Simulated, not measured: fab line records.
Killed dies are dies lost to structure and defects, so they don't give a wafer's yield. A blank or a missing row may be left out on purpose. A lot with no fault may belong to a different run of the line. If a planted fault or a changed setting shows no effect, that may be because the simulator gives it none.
The same fault as seen by 2 desks || flow rit-cmos || every desk sees just its own numbers, and what lay behind them comes last

TOOL OWNER'S DESK, rie-metal-02
The tool's own readings at RIT_M1_METAL_ETCH_12 (etches Al in Cl2/BCl3, stops on SiO2, time 165 s, target depth 600 nm): means of the sampled wafers that have a number, for each lot that ran on this tool. Marked OUT: a lot whose mean sits more than 4 standard deviations from the usual mean, which makes it out of limits; the brackets give that distance.
Columns: A = drypump-motor-current-A at RIT_M1_METAL_ETCH_12, usual 5.5 A; B = oes-product-au at RIT_M1_METAL_ETCH_12, usual 0.781 a.u.; C = rf-fwd-power-W at RIT_M1_METAL_ETCH_12, usual 249.1 W; D = throttle-valve-pct at RIT_M1_METAL_ETCH_12, usual 8.27 %
{"lot": "L178", "first seen here": "day 3 17:37", "A": 5.7, "B": 0.781, "C": 248.9, "D": 8.24}
{"lot": "L183", "first seen here": "day 4 17:38", "A": 5.7, "B": 0.777, "C": 250.0, "D": 8.35}
{"lot": "L185", "first seen here": "day 4 19:47", "A": 5.7, "B": 0.764, "C": 249.1, "D": 8.24}
{"lot": "L188", "first seen here": "day 5 12:20", "A": 5.7, "B": 0.778, "C": 248.3, "D": 8.36}
{"lot": "L193", "first seen here": "day 6 16:44", "A": 5.7, "B": 0.779, "C": "307.7 (+82) OUT", "D": 8.24}
Finding of this desk: L193 out of limits; the first was L193 at day 6 16:44, on rf-fwd-power-W at RIT_M1_METAL_ETCH_12. In limits: L178, L183, L185, L188.

FROM THE METROLOGY DESK
What the gauges read for every lot (on any tool): the sampled wafers with a number, averaged. Marked OUT: a lot whose mean sits more than 4 standard deviations from the usual mean, which makes it out of limits; the brackets give that distance.
Columns: A = ACTIVE_NITRIDE_THK at RIT_ACTIVE_THK_MEAS_04, usual 150.0 nm; B = cd-nm at RIT_M1_CD_MEAS_90, usual 2600 nm
{"lot": "L178", "first seen here": "day 1 13:34", "A": 150.1, "B": 2601}
{"lot": "L183", "first seen here": "day 2 20:50", "A": 149.1, "B": 2596}
{"lot": "L184", "first seen here": "day 2 20:50", "A": 149.8, "B": 2599}
{"lot": "L185", "first seen here": "day 3 01:00", "A": 150.3, "B": 2597}
{"lot": "L186", "first seen here": "day 3 06:27", "A": 148.8, "B": 2602}
{"lot": "L187", "first seen here": "day 3 11:48", "A": 147.6, "B": 2600}
{"lot": "L188", "first seen here": "day 3 16:40", "A": 151.5, "B": 2598}
{"lot": "L190", "first seen here": "day 4 01:53", "A": 149.1, "B": 2600}
{"lot": "L193", "first seen here": "day 4 18:09", "A": 150.8, "B": "2586 (-4.5) OUT"}
{"lot": "L196", "first seen here": "day 5 07:32", "A": 150.0, "B": 2600}
{"lot": "L197", "first seen here": "day 5 12:33", "A": 150.7, "B": 2600}
{"lot": "L199", "first seen here": "day 5 22:32", "A": 150.1, "B": 2600}
{"lot": "L200", "first seen here": "day 6 03:32", "A": 153.6, "B": 2598}
Finding of this desk: L193 out of limits; the first was L193 at day 6 17:17, on cd-nm at RIT_M1_CD_MEAS_90. In limits: L178, L183, L184, L185, L186, L187, L188, L190, L196, L197, L199, L200.

PUT TOGETHER
The tool owner's desk could have raised an alarm at day 6 16:44, on L193.
Metrology desk: alarm possible at day 6 17:17 on L193.
Of the lots named, all ran RIT_M1_METAL_ETCH_12 on rie-metal-02.

WHAT HAD BEEN PUT IN BY THE SIMULATOR
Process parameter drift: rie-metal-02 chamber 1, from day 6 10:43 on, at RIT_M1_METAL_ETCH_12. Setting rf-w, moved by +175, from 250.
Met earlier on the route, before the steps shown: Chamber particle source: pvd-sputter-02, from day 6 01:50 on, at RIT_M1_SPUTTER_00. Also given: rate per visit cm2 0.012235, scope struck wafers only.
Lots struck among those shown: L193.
Counting hours from when the fault started, the first reading out of limits came at 6 for the tool owner's desk and at 7 for the metrology desk.
